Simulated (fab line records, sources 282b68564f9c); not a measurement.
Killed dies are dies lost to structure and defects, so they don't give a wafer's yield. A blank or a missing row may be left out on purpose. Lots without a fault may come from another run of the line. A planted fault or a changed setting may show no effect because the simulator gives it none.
Which tool did it? | flow rit_cmos | 14 lots, 42 wafers sampled, at 4 steps of a route of 202

WHAT THE GAUGES READ, wafer by wafer
RIT_ACTIVE_THK_MEAS_02. Usual: ACTIVE_OXIDE_THK 47.7 nm, standard deviation 0.86.
lot  | measured    | on            | ACTIVE_OXIDE_THK (nm) | flag
L150 | day 1 17:04 | film_metro-01 | 48.7 48.9 48.7        |
L153 | day 2 08:49 | film_metro-04 | 46.6 47.4 47.2        |
L154 | day 2 13:08 | film_metro-01 | 47.9 48.1 47.4        |
L155 | day 2 19:37 | film_metro-03 | 48.7 48.5 48.2        |
L157 | day 3 05:55 | film_metro-03 | 49.0 48.4 48.5        |
L158 | day 3 09:35 | film_metro-03 | 47.4 47.2 47.8        |
L159 | day 3 14:26 | film_metro-03 | 48.3 47.8 48.1        |
L160 | day 3 19:24 | film_metro-01 | 47.7 48.0 47.7        |
L161 | day 4 01:14 | film_metro-04 | 48.2 48.0 47.1        |
L163 | day 4 10:30 | film_metro-03 | 47.7 48.0 47.3        |
L169 | day 5 16:29 | film_metro-03 | 48.4 48.2 48.7        |
L170 | day 5 21:58 | film_metro-04 | 48.2 48.7 48.8        |
L171 | day 6 04:01 | film_metro-03 | 47.0 47.5 47.6        |
L172 | day 6 07:16 | film_metro-04 | 47.8 47.6 48.8        |

RIT_NWELL_OVL_MEAS_06. Usual: NWELL_OVL -1.0 nm, standard deviation 1.4.
lot  | measured    | on         | NWELL_OVL (nm) | flag
L150 | day 2 03:14 | overlay-01 | -1.1 0.5 -1.9  |
L153 | day 2 19:18 | overlay-02 | -0.2 0.1 -0.7  |
L154 | day 2 23:31 | overlay-02 | 0.8 1.0 0.8    |
L155 | day 3 04:07 | overlay-01 | 0.5 1.1 0.7    |
L157 | day 3 14:41 | overlay-01 | -2.1 -0.2 -1.4 |
L158 | day 3 19:11 | overlay-01 | -0.9 -1.1 -3.9 |
L159 | day 4 00:02 | overlay-02 | -0.6 -1.7 -1.4 |
L160 | day 4 06:46 | overlay-02 | -0.2 -1.5 -2.5 |
L161 | day 4 10:31 | overlay-02 | -2.3 -2.4 -1.8 |
L163 | day 4 19:30 | overlay-02 | -0.2 0.3 1.4   |
L169 | day 6 02:56 | overlay-02 | 1.6 -1.0 -0.7  |
L170 | day 6 09:32 | overlay-02 | -1.9 -1.9 -3.0 |
L171 | day 6 12:21 | overlay-02 | -0.9 -2.3 -1.1 |
L172 | day 6 15:53 | overlay-02 | -1.8 -1.7 0.2  |

RIT_WELLDRIVE_RS_MEAS_02: measures by four-point-probe. Usual: PWELL_RS 429.7 ohm/sq, standard deviation 1.2.
lot  | measured    | on            | PWELL_RS (ohm/sq) | flag
L150 | day 2 11:05 | film_metro-02 | 428.1 427.9 428.3 |
L153 | day 3 03:00 | film_metro-01 | 429.8 430.2 429.6 |
L154 | day 3 07:01 | film_metro-04 | 431.1 431.4 431.5 |
L155 | day 3 11:34 | film_metro-01 | 429.0 430.1 430.1 |
L157 | day 3 22:30 | film_metro-04 | 428.7 429.6 428.4 |
L158 | day 4 03:37 | film_metro-01 | 431.0 432.4 431.4 |
L159 | day 4 08:35 | film_metro-02 | 428.7 429.5 429.6 |
L160 | day 4 14:31 | film_metro-02 | 443.2 442.9 443.4 | OFF
L161 | day 4 18:49 | film_metro-01 | 442.6 443.8 444.1 | OFF
L163 | day 5 02:55 | film_metro-04 | 427.1 428.4 427.8 |
L169 | day 6 11:23 | film_metro-01 | 429.2 429.0 429.4 |
L170 | day 6 17:35 | film_metro-04 | 428.4 429.2 428.8 |
L171 | day 6 20:11 | film_metro-01 | 430.4 430.2 429.9 |
L172 | day 6 23:43 | film_metro-01 | 433.0 432.0 432.6 |

WHICH TOOL RAN EACH LOT (tool, then ch and the chambers of the sampled wafers, then the start)
lot  | RIT_PWELL_IMPLANT_08
L150 | implanter-02 ch 0, day 2 05:30
L153 | implanter-01 ch 0, day 2 21:16
L154 | implanter-01 ch 0, day 3 01:26
L155 | implanter-04 ch 0, day 3 05:58
L157 | implanter-04 ch 0, day 3 16:35
L158 | implanter-02 ch 0, day 3 21:23
L159 | implanter-04 ch 0, day 4 01:58
L160 | implanter-04 ch 0, day 4 08:37
L161 | implanter-04 ch 0, day 4 12:31
L163 | implanter-01 ch 0, day 4 21:20
L169 | implanter-01 ch 0, day 6 04:54
L170 | implanter-01 ch 0, day 6 11:32
L171 | implanter-02 ch 0, day 6 14:36
L172 | implanter-01 ch 0, day 6 17:45
- RIT_PWELL_IMPLANT_08

WHAT THE TOOLS THEMSELVES READ (means of the sampled wafers that have a number; where no wafer has one, the mark that the record gives instead)
RIT_PWELL_IMPLANT_08. Usual: beam_energy_keV 170.01, standard deviation 0.053.
lot  | tool         | beam_energy_keV | flag
L150 | implanter-02 | 169.93          |
L153 | implanter-01 | 169.96          |
L154 | implanter-01 | 169.99          |
L155 | implanter-04 | 170.10          |
L157 | implanter-04 | 169.99          |
L158 | implanter-02 | 170.03          |
L159 | implanter-04 | 170.05          |
L160 | implanter-04 | 119.03          | OFF
L161 | implanter-04 | 119.05          | OFF
L163 | implanter-01 | 169.98          |
L169 | implanter-01 | 170.00          |
L170 | implanter-01 | 170.06          |
L171 | implanter-02 | 170.02          |
L172 | implanter-01 | 170.04          |

THE ANSWER, worked out from the rows above alone
Rule: a lot is off if the mean of its wafers that have a number lies more than 3 standard deviations from the usual mean. A lot without any number at a reading at which 4 lots or more have one is off too. The other lots that the step has rows for count as sound. The gauges are gone through in route order, then the tools' own readings, and for those a lot's mean is taken as printed above. The first step at which some lot is off is used, and at that step the reading that is off furthest; a lot without a number counts as furthest.
Off: L160, L161, at RIT_WELLDRIVE_RS_MEAS_02 (PWELL_RS).
A tool fits if, at a process step before that reading, it ran every lot that is off, and no sound lot after the first of them. The gauges at RIT_WELLDRIVE_RS_MEAS_02 aren't tried: what is off there is off at RIT_PWELL_IMPLANT_08 too, on other tools, and a gauge's error can't cause that. One fits: implanter-04 at RIT_PWELL_IMPLANT_08. Its last sound lot is L159 (day 4 01:58), its first lot that is off L160 (day 4 08:37): a fault that began between those two fits.
The tool's own readings at RIT_PWELL_IMPLANT_08 bear it out: on the lots that are off they differ by more than 5 times the standard deviation of the sound lots' means. beam_energy_keV reads 119.04 there against 170.01 on the sound lots.

WHAT THE SIMULATOR HAD PUT IN
Process parameter drift: implanter-04, from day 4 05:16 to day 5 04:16, at RIT_PWELL_IMPLANT_08. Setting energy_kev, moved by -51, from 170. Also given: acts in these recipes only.
Lots struck among those shown: L160, L161. The rule above found the same.
